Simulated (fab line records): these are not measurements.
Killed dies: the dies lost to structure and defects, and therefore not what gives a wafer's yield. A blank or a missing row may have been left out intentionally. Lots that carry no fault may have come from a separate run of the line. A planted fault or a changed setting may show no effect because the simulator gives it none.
Problem report, 8D (eight disciplines) form, completed by code    flow berkeley-cmos170    the parts of the form that need people (team, actions taken, sign-off) are left out

== 1. THE PROBLEM ==
At UCB170_V1_ETCH_14, run-length-s averages 311.3 s over 3 wafers from 2 lots, while fault-free wafers read 319.3 s, standard deviation 0.37. Relative to the usual mean, that is a shift of -22 standard deviations.
The step: etches SiO2 in CHF3/CF4/Ar, stops on Al, target depth 1250 nm, time 291 s.
The first sign was on wafer L531.3 at day 10 10:34, on rie-diel-01. At this step, 42 wafers from 14 lots have a number in the record. Rule for "out", or "out of limits": more than 4 standard deviations from the usual mean. All remaining wafers that have a number are taken as sound.

== 2. WHAT IT IS; WHAT IT IS NOT ==
question                     is                      is not
which readings at this step  run-length-s            drypump-motor-current-A, throttle-valve-pct
which lots                   L531, L533              L518, L520, L521, L522, L523, L524, L526, L527, L534, L536, L537, L538
which wafers of those lots   L531.3, L531.4, L533.5  L531.1, L533.1, L533.4
read on which tools          rie-diel-01             rie-diel-02, rie-diel-03
when                         from day 10 10:34       up to then (25 sound wafers); but 14 sound wafers of L533, L534, L536, L537, L538 came after

== 3. THE SUSPECTS, EACH WITH WHAT RULES IT OUT ==
Counting: a tool at a process step up to the reading stays a suspect if it ran every lot that is out. Sound lots after the first of them don't rule it out here, since some wafers of a struck lot are sound.
- rie-diel-01 at UCB170_V1_ETCH_14 (etches SiO2 in CHF3/CF4/Ar, stops on Al, target depth 1250 nm, time 291 s): kept. Ran every lot that is out, first one L531 (day 10 10:34); last sound lot up to then L526 (day 10 04:08). Out on those wafers are its own readings of run-length-s.
- In rie-diel-01 at UCB170_V1_ETCH_14, the wafers that are out were processed in chamber 0 and their sound lot-mates in chambers 1, 2.
Left after counting: rie-diel-01 at UCB170_V1_ETCH_14.

== 4. THE CAUSE (what the simulator had put in) ==
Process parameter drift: rie-diel-01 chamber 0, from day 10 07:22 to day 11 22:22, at UCB170_V1_ETCH_14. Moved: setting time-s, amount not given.
The count eliminated every tool but this one.

== 5. SEQUENCE OF EFFECTS, ordered by route ==
Rows list readings where the struck wafers' mean (over those with a number) sits beyond 3 standard deviations from the usual. Only readings whose record carries a usual standard deviation are examined. hours: median over the lots of the time between each lot's start at the first step of this table that gives one and its start at this step. sigmas: the change, counted in usual standard deviations.
hours  step               reading       usual    on struck wafers  change  sigmas
0      UCB170_V1_ETCH_14  run-length-s  319.3 s  311.3             -8.0    -22
Its process steps:
- UCB170_V1_ETCH_14: etches SiO2 in CHF3/CF4/Ar, stops on Al, target depth 1250 nm, time 291 s.

== 6. HOW IT WOULD HAVE BEEN CAUGHT EARLIER ==
In this record the first reading out of limits was taken at day 10 10:34, 3 hours after the fault began at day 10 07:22.
